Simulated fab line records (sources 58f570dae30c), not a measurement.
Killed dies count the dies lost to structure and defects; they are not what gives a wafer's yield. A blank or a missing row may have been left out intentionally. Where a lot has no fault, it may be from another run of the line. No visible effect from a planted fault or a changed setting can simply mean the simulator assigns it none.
Problem report in the 8D (eight disciplines) form, filled by code / flow berkeley cmos170 / the parts of the form that need people (team, actions taken, sign-off) are left out

## 1. WHAT WENT WRONG
M1_AL_RS at UCB170_M1_RS_MEAS_01 reads a mean of 0.0329 ohm/sq on 6 wafers of 2 lots; wafers without a fault read 0.0482 ohm/sq with a standard deviation of 0.00041. Measured from the usual mean, that is -37 standard deviations.
The step: measures by four-point-probe.
Earliest sighting: wafer L760.2 on film metro-01 at day 10 23:35. The record has a number at this step for 42 wafers belonging to 14 lots. The rule behind "out" and "out of limits": a value lying over 4 standard deviations away from the usual mean. The rest of the wafers with a number are treated as sound.

## 2. WHAT IT IS AND WHAT IT IS NOT
question=which readings at this step | is=M1_AL_RS | is not=-
question=which lots | is=L760, L762 | is not=L740, L743, L744, L747, L748, L749, L750, L751, L752, L755, L758, L763
question=which wafers of those lots | is=all that have a number | is not=-
question=read on which gauges | is=film metro-01 | is not=film metro-03, film metro-04
question=when | is=from day 10 23:35 | is not=up to then (33 sound wafers); but 3 sound wafers of L763 came after

## 3. WHAT RULES OUT EACH SUSPECT
Counting: a tool at a process step up to the reading stays a suspect if it ran every lot that is out and no sound lot after the first of them.
- the gauge at UCB170_M1_RS_MEAS_01: kept. All the wafers that are out were read on film metro-01, and no step on other tools shows them out.
- pvd sputter-03 at UCB170_M1_SPUTTER_00 (material Al, target thk 600 nm, time 80 s): kept. It processed each lot that is out, first L760 at day 10 23:30, and no sound lot thereafter; up to then, the last sound lot it processed was L755 at day 10 08:40.
What counting leaves: pvd sputter-03 at UCB170_M1_SPUTTER_00 and film metro-01 at UCB170_M1_RS_MEAS_01.

## 4. THE CAUSE (what the simulator had put in)
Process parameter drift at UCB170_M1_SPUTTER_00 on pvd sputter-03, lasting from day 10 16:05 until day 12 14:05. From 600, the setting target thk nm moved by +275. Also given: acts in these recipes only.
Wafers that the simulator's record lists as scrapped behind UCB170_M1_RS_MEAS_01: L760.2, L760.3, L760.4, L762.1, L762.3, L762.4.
Of the 2 suspects that counting leaves, this tool is one.

## 5. THE EFFECT CHAIN, in route order
Each row: a reading whose mean over the struck wafers that have a number lies more than 3 standard deviations from the usual. Scope: only readings with a usual standard deviation given in the record; hours: median across lots of the time from each lot's start at the first step in this table that gives one to its start at this step; sigmas: change in usual standard deviations.
hours=0; step=UCB170_M1_RS_MEAS_01; reading=M1_AL_RS; usual=0.0482 ohm/sq; on struck wafers=0.0329; change=-0.0153; sigmas=-37

## 6. WHAT WOULD HAVE CAUGHT IT SOONER
8 hours passed between the start of the fault at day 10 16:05 and the first reading out of limits at a measuring or inspecting step in this record, taken at day 10 23:35.
Of the tool readings at UCB170_M1_SPUTTER_00 for which the record gives a usual standard deviation, none was out on any struck wafer, so an alarm limit of 4 standard deviations on them would not have fired.
Of the lots that are out (2), L762 began UCB170_M1_SPUTTER_00 on pvd sputter-03 after day 10 23:35. Putting the tool on hold at that point would have spared it.
